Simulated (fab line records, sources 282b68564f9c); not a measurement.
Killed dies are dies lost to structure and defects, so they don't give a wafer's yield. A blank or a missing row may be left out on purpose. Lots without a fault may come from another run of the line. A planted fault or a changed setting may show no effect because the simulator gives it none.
Chamber matching | flow rit_cmos | RIT_SPACER_ETCHBACK_05 on rie_diel-04: 4 sister chambers
The step etches Si3N4 in SF6/CHF3, stops on SiO2, target depth 250 nm, time 240 s. 14 wafers are shown with their chamber, then 7 later ones without.

WAFERS WITH THEIR CHAMBER
wafer  | chamber | throttle_valve_pct (%) | drypump_motor_current_A (A) | oes_product_au (a.u.)
L764.2 | 3       | 10.60                  | 6.7                         | 0.854
L764.3 | 1       | 10.43                  | 6.5                         | 0.856
L764.6 | 2       | 10.17                  | 5.3                         | 0.848
L767.1 | 3       | 10.59                  | 6.7                         | 0.838
L767.3 | 1       | 10.44                  | 6.5                         | 0.839
L767.6 | 2       | 10.16                  | 5.4                         | 0.835
L768.3 | 0       | 10.31                  | 6.5                         | 0.862
L768.4 | 3       | 10.61                  | 6.7                         | 0.852
L768.5 | 3       | 10.59                  | 6.7                         | 0.846
L770.3 | 0       | 10.31                  | 6.5                         | 0.850
L770.5 | 0       | 10.32                  | 6.5                         | 0.866
L770.6 | 3       | 10.60                  | 6.7                         | 0.851
L773.2 | 0       | 10.30                  | 6.6                         | 0.860
L773.5 | 3       | 10.60                  | 6.7                         | 0.840

SIGNATURES (means of the wafers above)
reading                 | chamber 0 | chamber 1 | chamber 2 | chamber 3 | scatter within a chamber
throttle_valve_pct      | 10.3100   | 10.4350   | 10.1650   | 10.5983   | 0.00764
drypump_motor_current_A | 6.525     | 6.500     | 5.350     | 6.700     | 0.0354
oes_product_au          | 0.85950   | 0.84750   | 0.84150   | 0.84683   | 0.00767
Rule: a wafer's distance from a chamber is the root of the sum, over the readings, of the square of ((its reading less the chamber's mean) divided by the reading's scatter). The wafer belongs to the nearest chamber; if the next one is less than 2 further off, it can't be placed. The scatter: the root of (the sum of the squares of (reading less its chamber's mean) over the shown wafers, divided by (wafers less chambers)).

WAFERS WITHOUT THEIR CHAMBER
wafer  | throttle_valve_pct (%) | drypump_motor_current_A (A) | oes_product_au (a.u.)
L773.6 | 10.15                  | 5.3                         | 0.834
L777.1 | 10.59                  | 6.7                         | 0.851
L777.2 | 10.29                  | 6.5                         | 0.866
L777.5 | 10.16                  | 5.3                         | 0.830
L787.1 | 10.31                  | 6.5                         | 0.861
L787.2 | 10.60                  | 6.7                         | 0.846
L787.6 | 10.30                  | 6.5                         | 0.858

WHICH CHAMBER EACH WENT THROUGH
wafer  | from the rows above | in truth
L773.6 | 2                   | 2
L777.1 | 3                   | 3
L777.2 | 0                   | 0
L777.5 | 2                   | 2
L787.1 | 0                   | 0
L787.2 | 3                   | 3
L787.6 | 0                   | 0
Placed correctly: 7 of 7. Can't be placed from these rows: 0. Placed wrongly: 0.
